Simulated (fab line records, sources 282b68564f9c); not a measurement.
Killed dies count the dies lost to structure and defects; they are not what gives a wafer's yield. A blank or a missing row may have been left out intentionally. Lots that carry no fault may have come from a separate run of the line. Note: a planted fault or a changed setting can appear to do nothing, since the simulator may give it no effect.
What tool caused it? | flow rit_cmos | at 1 step of a route of 202, 15 lots with 45 wafers sampled

## WHAT THE GAUGES READ, wafer by wafer
The record lacks any reading of a measuring or inspecting step that a usual standard deviation could be used to judge.

## EACH LOT AND THE TOOL THAT RAN IT (in order: tool; ch and the chambers of the sampled wafers; start)
lot  | RIT_GATE_OXIDATION_05
L581 | furnace-03 ch 0, day 2 08:02
L583 | furnace-02 ch 0, day 2 17:35
L584 | furnace-02 ch 0, day 2 23:44
L585 | furnace-03 ch 0, day 3 04:03
L587 | furnace-04 ch 0, day 3 18:29
L589 | furnace-02 ch 0, day 4 10:14
L592 | furnace-02, day 4 20:03
L593 | furnace-02, day 4 21:08
L594 | furnace-04, day 5 02:33
L596 | furnace-02 ch 0, day 5 12:41
L597 | furnace-02 ch 0, day 5 16:03
L598 | furnace-04 ch 0, day 5 23:00
L599 | furnace-04 ch 0, day 6 03:56
L600 | furnace-04 ch 0, day 6 09:50
L603 | furnace-02 ch 0, day 6 23:07
- RIT_GATE_OXIDATION_05: target thk 3 nm, ox time 270 s.

## AS READ BY THE TOOLS THEMSELVES (means over the sampled wafers that have a number; for cases with no such wafer, the mark the record gives instead)
RIT_GATE_OXIDATION_05. Usual: ox_temp_c 900.0 C, standard deviation 0.4; ox_temp_c_max 904.2, standard deviation 1.7; zone_power_load_pct 27.8 %, standard deviation 2.
lot  | tool       | ox_temp_c (C) | ox_temp_c_max | zone_power_load_pct (%) | flag
L581 | furnace-03 | 899.8         | 902.5         | 30.7                    |
L583 | furnace-02 | 900.4         | 906.1         | 25.8                    |
L584 | furnace-02 | 900.2         | 906.2         | 25.8                    |
L585 | furnace-03 | 900.6         | 904.0         | 30.4                    |
L587 | furnace-04 | 900.2         | 902.9         | 29.0                    |
L589 | furnace-02 | 900.3         | 906.2         | 25.8                    |
L592 | furnace-02 | -             | -             | -                       | OFF
L593 | furnace-02 | -             | -             | -                       | OFF
L594 | furnace-04 | -             | -             | -                       | OFF
L596 | furnace-02 | 899.7         | 905.1         | 25.8                    |
L597 | furnace-02 | 900.2         | 906.1         | 25.5                    |
L598 | furnace-04 | 899.8         | 902.5         | 28.8                    |
L599 | furnace-04 | 899.8         | 902.7         | 28.9                    |
L600 | furnace-04 | 899.8         | 902.6         | 28.6                    |
L603 | furnace-02 | 899.9         | 905.9         | 25.9                    |

## THE ANSWER, worked out from the rows above alone
Rule: lot off if the mean of its wafers having a number is beyond 3 standard deviations from the usual mean. Also off: a lot with no number at a reading for which 4 or more lots have one. All remaining lots with rows at the step are treated as sound. The gauges are gone through in route order, then the tools' own readings, and for those a lot's mean is taken as printed above. At the first step where some lot is off, the reading lying furthest off is the one used; lots without a number count as furthest.
Off: L592, L593, L594, at RIT_GATE_OXIDATION_05 (ox_temp_c). Without a number there: L592, L593, L594.
A tool fits if, at that step or a process step before it, it ran every lot that is off, and no sound lot after the first of them. No candidate that was tried fits.

## WHAT THE SIMULATOR HAD INSERTED
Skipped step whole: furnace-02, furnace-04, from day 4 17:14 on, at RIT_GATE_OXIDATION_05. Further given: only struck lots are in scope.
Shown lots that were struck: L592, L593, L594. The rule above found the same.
